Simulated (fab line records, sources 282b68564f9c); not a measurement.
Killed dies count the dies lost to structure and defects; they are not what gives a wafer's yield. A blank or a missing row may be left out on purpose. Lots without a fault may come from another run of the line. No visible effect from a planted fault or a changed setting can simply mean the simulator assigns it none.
Which tool did it? + flow rit_cmos + 13 lots with 39 wafers sampled at 3 steps, on a route of 202 steps

== WHAT THE GAUGES SHOWED, per wafer ==
RIT_GATE_CD_MEAS_16: target cd 150 nm. Usual: cd_nm reads 150.6 nm (standard deviation 2.6).
| lot  | measured    | on        | cd_nm (nm)        | flag |
|------|-------------|-----------|-------------------|------|
| L943 | day 2 13:46 | cd_sem-01 | 149.8 151.4 152.0 |      |
| L944 | day 2 18:39 | cd_sem-01 | 151.2 149.4 148.8 |      |
| L945 | day 2 22:55 | cd_sem-01 | 150.2 153.8 151.7 |      |
| L946 | day 3 03:12 | cd_sem-01 | 152.1 153.9 150.3 |      |
| L947 | day 3 09:43 | cd_sem-02 | 150.7 149.8 150.8 |      |
| L948 | day 3 14:14 | cd_sem-01 | 153.1 149.8 150.0 |      |
| L951 | day 4 05:32 | cd_sem-01 | 148.7 149.7 149.4 |      |
| L953 | day 4 15:40 | cd_sem-01 | 151.7 154.1 152.3 |      |
| L956 | day 5 06:13 | cd_sem-01 | 151.8 151.1 149.6 |      |
| L961 | day 6 06:07 | cd_sem-02 | 155.4 155.2 157.0 |      |
| L962 | day 6 11:43 | cd_sem-01 | 154.8 157.2 153.0 |      |
| L964 | day 6 20:58 | cd_sem-02 | 152.1 151.5 150.8 |      |
| L966 | day 7 07:11 | cd_sem-02 | 153.5 152.2 152.6 |      |

RIT_SILICIDE_RS_MEAS_02: measurement is done with a four-point probe. Usual: SILICIDE_TI_RS 48.0 ohm/sq, standard deviation 0.67.
| lot  | measured    | on            | SILICIDE_TI_RS (ohm/sq) | flag |
|------|-------------|---------------|-------------------------|------|
| L943 | day 3 08:02 | film_metro-01 | 47.8 48.6 48.4          |      |
| L944 | day 3 08:25 | film_metro-02 | 48.9 47.9 48.6          |      |
| L945 | day 3 12:20 | film_metro-01 | 48.9 49.7 49.8          |      |
| L946 | day 3 16:37 | film_metro-01 | 49.4 48.6 48.2          |      |
| L947 | day 3 23:08 | film_metro-03 | 46.4 46.9 46.3          |      |
| L948 | day 4 03:38 | film_metro-01 | 48.2 47.6 47.7          |      |
| L951 | day 4 18:43 | film_metro-02 | 48.4 48.4 47.9          |      |
| L953 | day 5 05:31 | film_metro-02 | 48.0 47.4 47.6          |      |
| L956 | day 5 20:12 | film_metro-01 | 48.6 47.9 48.3          |      |
| L961 | day 6 19:42 | film_metro-01 | 47.4 44.4 48.0          |      |
| L962 | day 7 01:27 | film_metro-01 | 47.7 48.2 48.7          |      |
| L964 | day 7 10:25 | film_metro-02 | 47.7 47.7 48.5          |      |
| L966 | day 7 21:18 | film_metro-03 | 47.7 47.6 47.2          |      |

== EACH LOT AND THE TOOL THAT RAN IT (in order: tool; ch and the chambers of the sampled wafers; start) ==
| lot  | RIT_SILICIDE_SPUTTER_01     |
|------|-----------------------------|
| L943 | pvd_sputter-01, day 3 07:53 |
| L944 | pvd_sputter-03, day 3 08:14 |
| L945 | pvd_sputter-01, day 3 12:11 |
| L946 | pvd_sputter-04, day 3 16:27 |
| L947 | pvd_sputter-03, day 3 22:59 |
| L948 | pvd_sputter-01, day 4 03:29 |
| L951 | pvd_sputter-03, day 4 18:32 |
| L953 | pvd_sputter-04, day 5 05:22 |
| L956 | pvd_sputter-01, day 5 20:02 |
| L961 | pvd_sputter-04, day 6 19:32 |
| L962 | pvd_sputter-01, day 7 01:18 |
| L964 | pvd_sputter-01, day 7 10:15 |
| L966 | pvd_sputter-01, day 7 21:09 |
- RIT_SILICIDE_SPUTTER_01: material Ti, target thk 30 nm, time 240 s.

== AS READ BY THE TOOLS THEMSELVES (means over the sampled wafers that have a number; for cases with no such wafer, the mark the record gives instead) ==
RIT_SILICIDE_SPUTTER_01. Usual: chamber_pressure_pa 0.6670 Pa, standard deviation 0.0014; throttle_valve_pct 30.0 %, standard deviation 0.75.
| lot  | tool           | chamber_pressure_pa (Pa) | throttle_valve_pct (%) | flag |
|------|----------------|--------------------------|------------------------|------|
| L943 | pvd_sputter-01 | 0.6686                   | 29.1                   |      |
| L944 | pvd_sputter-03 | 0.6682                   | 30.4                   |      |
| L945 | pvd_sputter-01 | 0.6672                   | 29.6                   |      |
| L946 | pvd_sputter-04 | 0.6660                   | 29.3                   |      |
| L947 | pvd_sputter-03 | 0.6676                   | 30.6                   |      |
| L948 | pvd_sputter-01 | 0.6669                   | 30.1                   |      |
| L951 | pvd_sputter-03 | 0.6669                   | 30.1                   |      |
| L953 | pvd_sputter-04 | 0.6663                   | 29.8                   |      |
| L956 | pvd_sputter-01 | 0.6659                   | 29.5                   |      |
| L961 | pvd_sputter-04 | 0.6587                   | 29.9                   | OFF  |
| L962 | pvd_sputter-01 | 0.6668                   | 29.6                   |      |
| L964 | pvd_sputter-01 | 0.6674                   | 30.1                   |      |
| L966 | pvd_sputter-01 | 0.6696                   | 30.4                   |      |

== THE ANSWER, worked out from the rows above alone ==
Rule: a lot counts as off when the mean over its wafers that have a number is more than 3 standard deviations away from the usual mean. Also off: a lot with no number at a reading for which 4 or more lots have one. Any other lot the step has rows for is counted as sound. Order of review: gauges by route order, followed by the tools' own readings, for which a lot's mean as printed above is used. The first step at which some lot is off is used, and at that step the reading that is off furthest; a lot without a number counts as furthest.
Off: L961 (RIT_SILICIDE_SPUTTER_01, chamber_pressure_pa).
A tool fits if, at that step or a process step before it, it ran every lot that is off, and no sound lot after the first of them. One fits: RIT_SILICIDE_SPUTTER_01 on pvd_sputter-04. Its last sound lot is L953 (day 5 05:22), its first lot that is off L961 (day 6 19:32): a fault that began between those two fits.
On the lots that are off, the tool's own readings at RIT_SILICIDE_SPUTTER_01 differ by more than 5 times the standard deviation of the sound lots' means, which bears it out; chamber_pressure_pa reads 0.6587 Pa there versus 0.6673 Pa on the sound lots.

== WHAT THE SIMULATOR HAD PUT IN ==
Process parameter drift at RIT_SILICIDE_SPUTTER_01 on pvd_sputter-04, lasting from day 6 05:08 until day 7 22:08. From 0.667, the setting chamber_pressure_pa moved by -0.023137. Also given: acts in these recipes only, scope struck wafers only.
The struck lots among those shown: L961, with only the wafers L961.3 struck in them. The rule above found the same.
